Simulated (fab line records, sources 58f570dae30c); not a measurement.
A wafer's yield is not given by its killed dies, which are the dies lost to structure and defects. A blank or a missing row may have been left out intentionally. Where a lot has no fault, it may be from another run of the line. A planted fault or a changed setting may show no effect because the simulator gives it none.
The tool behind it: which one?    flow berkeleyCmos170    42 wafers from 14 lots sampled at 5 of the route's 331 steps

WHAT THE GAUGES READ, wafer by wafer
UCB170_START_THK_MEAS_03. Usual: START_OXIDE_THK gives 20.1 nm (standard deviation 0.42).
lot   measured     on            START_OXIDE_THK (nm)  flag
L579  day 2 10:23  filmMetro-02  19.6 19.5 19.4        
L580  day 2 17:35  filmMetro-02  21.1 20.7 20.9        
L581  day 2 22:31  filmMetro-01  19.8 20.3 19.7        
L582  day 3 02:27  filmMetro-02  20.2 20.4 20.6        
L583  day 3 05:49  filmMetro-01  20.4 20.5 20.0        
L584  day 3 12:29  filmMetro-02  20.4 20.0 19.7        
L587  day 4 01:14  filmMetro-01  19.5 19.5 19.5        
L588  day 4 07:16  filmMetro-02  20.7 20.3 20.4        
L589  day 4 11:41  filmMetro-01  20.1 20.0 20.3        
L591  day 4 22:33  filmMetro-02  19.6 19.8 19.6        
L593  day 5 08:23  filmMetro-04  19.2 19.6 19.5        
L594  day 5 13:48  filmMetro-01  22.0 21.7 21.8        OFF
L595  day 5 20:02  filmMetro-01  20.3 20.1 20.3        
L597  day 6 03:58  filmMetro-04  21.9 22.0 22.0        OFF

UCB170_NLDD_OVL_MEAS_07. Usual: NLDD_OVL gives -2 nm (standard deviation 5.5).
lot   measured      on          NLDD_OVL (nm)  flag
L579  day 7 20:55   overlay-02  -6 -8 -8       
L580  day 7 21:34   overlay-01  1 1 -4         
L581  day 7 21:54   overlay-02  -5 -4 -10      
L582  day 7 21:30   overlay-02  -4 -1 5        
L583  day 8 05:59   overlay-02  2 -4 -6        
L584  day 8 20:22   overlay-01  -8 -11 2       
L587  day 8 19:49   overlay-02  14 4 7         
L588  day 8 19:08   overlay-01  -8 -2 0        
L589  day 9 06:58   overlay-02  -9 -2 -10      
L591  day 9 21:34   overlay-01  -4 4 2         
L593  day 9 22:38   overlay-02  -5 -1 1        
L594  day 10 09:38  overlay-01  -9 -11 -5      
L595  day 10 09:19  overlay-02  -5 -5 1        
L597  day 10 23:38  overlay-01  -3 2 2         

UCB170_M3_CD_MEAS_90: target cd 700 nm. Usual: cdNm reads 701 nm (standard deviation 4.3).
lot   measured      on        cdNm (nm)    flag
L579  day 9 10:09   cdSem-01  703 696 698  
L580  day 9 09:52   cdSem-01  699 699 698  
L581  day 9 10:46   cdSem-01  707 698 707  
L582  day 9 11:14   cdSem-02  701 697 700  
L583  day 10 00:04  cdSem-01  706 699 694  
L584  day 10 07:58  cdSem-02  694 696 710  
L587  day 10 07:16  cdSem-02  701 698 700  
L588  day 10 06:43  cdSem-01  693 704 705  
L589  day 10 18:16  cdSem-01  697 706 695  
L591  day 11 11:08  cdSem-01  708 707 708  
L593  day 11 09:43  cdSem-01  699 691 698  
L594  day 11 22:23  cdSem-02  705 705 705  
L595  day 11 22:10  cdSem-02  706 706 700  
L597  day 12 10:23  cdSem-01  705 703 703  

WHICH TOOL RAN EACH LOT (tool, then ch and the chambers of the sampled wafers, then the start)
lot   UCB170_START_OXIDATION_02     UCB170_M3_ETCH_17
L579  furnace-03 ch 0, day 2 08:53  rieDiel-01 ch 0,1,2, day 9 09:49
L580  furnace-01 ch 0, day 2 16:05  rieDiel-04 ch 1,2,3, day 9 09:32
L581  furnace-02 ch 0, day 2 20:59  rieDiel-02 ch 2,3, day 9 10:24
L582  furnace-03 ch 0, day 3 00:56  rieDiel-01 ch 1,2, day 9 10:47
L583  furnace-01 ch 0, day 3 04:19  rieDiel-02 ch 0,2,3, day 9 23:43
L584  furnace-02 ch 0, day 3 10:59  rieDiel-02 ch 1,2, day 10 07:38
L587  furnace-03 ch 0, day 3 23:43  rieDiel-01 ch 1,2,3, day 10 06:55
L588  furnace-01 ch 0, day 4 05:46  rieDiel-01 ch 1,2,3, day 10 06:22
L589  furnace-01 ch 0, day 4 10:10  rieDiel-02 ch 1,2, day 10 17:55
L591  furnace-02 ch 0, day 4 21:03  rieDiel-02 ch 0,2, day 11 10:49
L593  furnace-03 ch 0, day 5 06:52  rieDiel-04 ch 0,2, day 11 09:22
L594  furnace-03 ch 0, day 5 12:18  rieDiel-02 ch 1,2, day 11 22:04
L595  furnace-02 ch 0, day 5 18:31  rieDiel-01 ch 0,1,2, day 11 21:47
L597  furnace-03 ch 0, day 6 02:28  rieDiel-02 ch 0,2,3, day 12 10:04
- UCB170_START_OXIDATION_02: target thk 20 nm, ox time 1800 s.
- UCB170_M3_ETCH_17: etches BARC in N2/H2.

WHAT THE TOOLS THEMSELVES READ (means of the sampled wafers that have a number; where no wafer has one, the mark that the record gives instead)
UCB170_START_OXIDATION_02. Usual: zonePowerSourcePct reads 30.9 % (standard deviation 2.4).
lot   tool        zonePowerSourcePct (%)  flag
L579  furnace-03  28.8                    
L580  furnace-01  29.9                    
L581  furnace-02  35.2                    
L582  furnace-03  28.8                    
L583  furnace-01  29.9                    
L584  furnace-02  35.1                    
L587  furnace-03  29.0                    
L588  furnace-01  30.0                    
L589  furnace-01  30.0                    
L591  furnace-02  35.1                    
L593  furnace-03  28.9                    
L594  furnace-03  29.0                    
L595  furnace-02  34.8                    
L597  furnace-03  28.9                    

UCB170_M3_ETCH_17. Usual: drypumpMotorCurrentA 5.6 A, standard deviation 0.45; oesProductAu 0.993 a.u., standard deviation 0.018; throttleValvePct 13.32 %, standard deviation 0.096.
lot   tool        drypumpMotorCurrentA (A)  oesProductAu (a.u.)  throttleValvePct (%)  flag
L579  rieDiel-01  6.1                       0.991                13.39                 
L580  rieDiel-04  5.8                       0.991                13.28                 
L581  rieDiel-02  5.2                       0.992                13.33                 
L582  rieDiel-01  6.3                       1.000                13.39                 
L583  rieDiel-02  5.3                       0.984                13.33                 
L584  rieDiel-02  5.0                       0.990                13.39                 
L587  rieDiel-01  6.0                       1.007                13.40                 
L588  rieDiel-01  6.0                       1.010                13.40                 
L589  rieDiel-02  5.0                       0.994                13.40                 
L591  rieDiel-02  5.3                       0.981                13.33                 
L593  rieDiel-04  5.9                       1.017                13.16                 
L594  rieDiel-02  5.3                       0.990                13.35                 
L595  rieDiel-01  6.1                       0.979                13.38                 
L597  rieDiel-02  5.3                       0.980                13.33                 

THE ANSWER, worked out from the rows above alone
Rule: take the mean of a lot's wafers that have a number; if it is more than 3 standard deviations from the usual mean, the lot is off. Also off: a lot with no number at a reading for which 4 or more lots have one. The other lots that the step has rows for count as sound. After the gauges, taken in route order, come the tools' own readings; for these a lot's mean is taken, as printed above. At the first step where some lot is off, the reading lying furthest off is the one used; lots without a number count as furthest.
Off: L594, L597, at UCB170_START_THK_MEAS_03 (START_OXIDE_THK).
If a tool, at a process step before that reading, ran all the lots that are off and no sound lot after the first of them, it fits. The gauges at UCB170_START_THK_MEAS_03 are tried like those tools. One fits: UCB170_START_OXIDATION_02 on furnace-03. A fault onset in the window from L593 (day 5 06:52, its last sound lot) to L594 (day 5 12:18, its first lot off) fits.

WHAT WAS PUT IN BY THE SIMULATOR
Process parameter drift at UCB170_START_OXIDATION_02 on furnace-03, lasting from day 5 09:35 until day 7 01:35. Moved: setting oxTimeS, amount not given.
Struck lots among those shown: L594, L597. The rule given above showed the same thing.
